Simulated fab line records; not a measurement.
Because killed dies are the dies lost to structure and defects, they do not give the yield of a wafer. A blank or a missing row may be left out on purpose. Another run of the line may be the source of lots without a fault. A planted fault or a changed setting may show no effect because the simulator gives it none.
Comparing a struck lot with a sound one :: flow ritCmos :: 15 steps out of a route of 202
Sound: wafers L421.2, L421.5, L421.6. Struck: wafers L430.3, L430.4, L430.5. The cause is named last.
Each step with rows lists, per side, the tool, then ch with its chambers, then its first start. Under that, the readings that differ: sound wafers :: struck wafers :: difference of the means :: sigmas: that difference in standard deviations of wafers without a fault.
alike: a reading whose means differ by less than 2 such deviations, as well as words and numbers matching on both sides. not compared: withheld readings; readings where some wafer has no value; bounds like >300 that might hide an equal value; numbers whose values overlap and for which the record gives no deviation.
A row with sigmas, a row that says differs or no value, or rows on one side alone: a step with any of these is where the two part. Non-overlapping numbers with no deviation appear without sigmas and do not part them. Lack of a reading on every wafer of one side parts them only where that side has two or more wafers.

RIT_ACTIVE_BOW_MEAS_00:
  sound on filmMetro-03, day 1 20:01; struck on filmMetro-03, day 3 17:02
  alike: INCOMING_BOW
then, 1 step without rows for these wafers: RIT_ACTIVE_OXIDATION_01 (target thk 46.8 nm, ox time 3360 s).
RIT_ACTIVE_THK_MEAS_02:
  sound on filmMetro-02, day 1 22:04; struck on filmMetro-04, day 3 19:04
  alike: ACTIVE_OXIDE_THK
then, 1 step without rows for these wafers: RIT_ACTIVE_CVD_03 (deposits Si3N4 from SiH2Cl2/NH3, target thk 150 nm, time 1500 s).
RIT_ACTIVE_THK_MEAS_04:
  sound on filmMetro-03, day 2 00:19; struck on filmMetro-02, day 3 20:33
  alike: ACTIVE_NITRIDE_THK
then, 1 step without rows for these wafers: RIT_ACTIVE_HMDS_05 (prime time 60 s).
RIT_ACTIVE_COAT_06: resist thk 1000 nm.
  sound on lithoTrack-01 ch 0, day 2 00:33; struck on lithoTrack-01 ch 0, day 3 20:47
reading: model.NOVOLAK_of_ACTIVE_COAT_06.thkNm (nm)
sound: 1004 1005 1002
struck: 1059 1056 1059
difference: +54
sigmas: 
then, 4 steps without rows for these wafers: RIT_ACTIVE_SOFTBAKE_07 (time 60 s); RIT_ACTIVE_EXPOSE_08 (exposes mask M1, target cd 1400 nm); RIT_ACTIVE_PEB_09; RIT_ACTIVE_DEVELOP_10 (develop time 50 s).
RIT_ACTIVE_CD_MEAS_11: the cd target is 1400 nm.
  sound on cdSem-01, day 2 01:22; struck on cdSem-02, day 3 21:46
reading: cdNm (nm)
sound: 1398.4 1402.0 1402.3
struck: 1409.6 1409.8 1410.9
difference: +9.2
sigmas: +4
  not compared: hold
RIT_ACTIVE_ETCH_13: etches Si3N4 in SF6, stops on SiO2, time 210 s, target depth 210 nm.
  sound on rieDiel-01 ch 0,1,2, day 2 01:37; struck on rieDiel-03 ch 1,2, day 4 03:13
reading: model.NOVOLAK_of_ACTIVE_COAT_06.thkNm (nm)
sound: 655.3 656.8 649.3
struck: 697.9 697.1 699.9
difference: +44.5
sigmas: 
  alike: SF6_flow_sccm, drypumpMotorCurrentA, oesProductAu, throttleValvePct
  not compared: rfHoursCounterH
RIT_ACTIVE_STRIP_14: strips in O2, time 180 s.
  sound on plasmaAsher-03 ch 0,1, day 2 01:45; struck on plasmaAsher-04 ch 0,1, day 4 03:25
  alike: drypumpMotorCurrentA
  not compared: rfHoursCounterH
-- the record jumps here: 2 days lie between the struck wafers' starts before and after (it left off in module ACTIVE and takes up again in module M1, whose first step shown is number 202 of the route) --
RIT_M1_PROBE_99:
  record: rows for the struck wafers here (prober-02, day 6 08:12), none for the sound ones

## WHERE THEY PART
First at RIT_ACTIVE_CD_MEAS_11; last, within this record, at RIT_M1_PROBE_99.

WHY: what the simulator had put in
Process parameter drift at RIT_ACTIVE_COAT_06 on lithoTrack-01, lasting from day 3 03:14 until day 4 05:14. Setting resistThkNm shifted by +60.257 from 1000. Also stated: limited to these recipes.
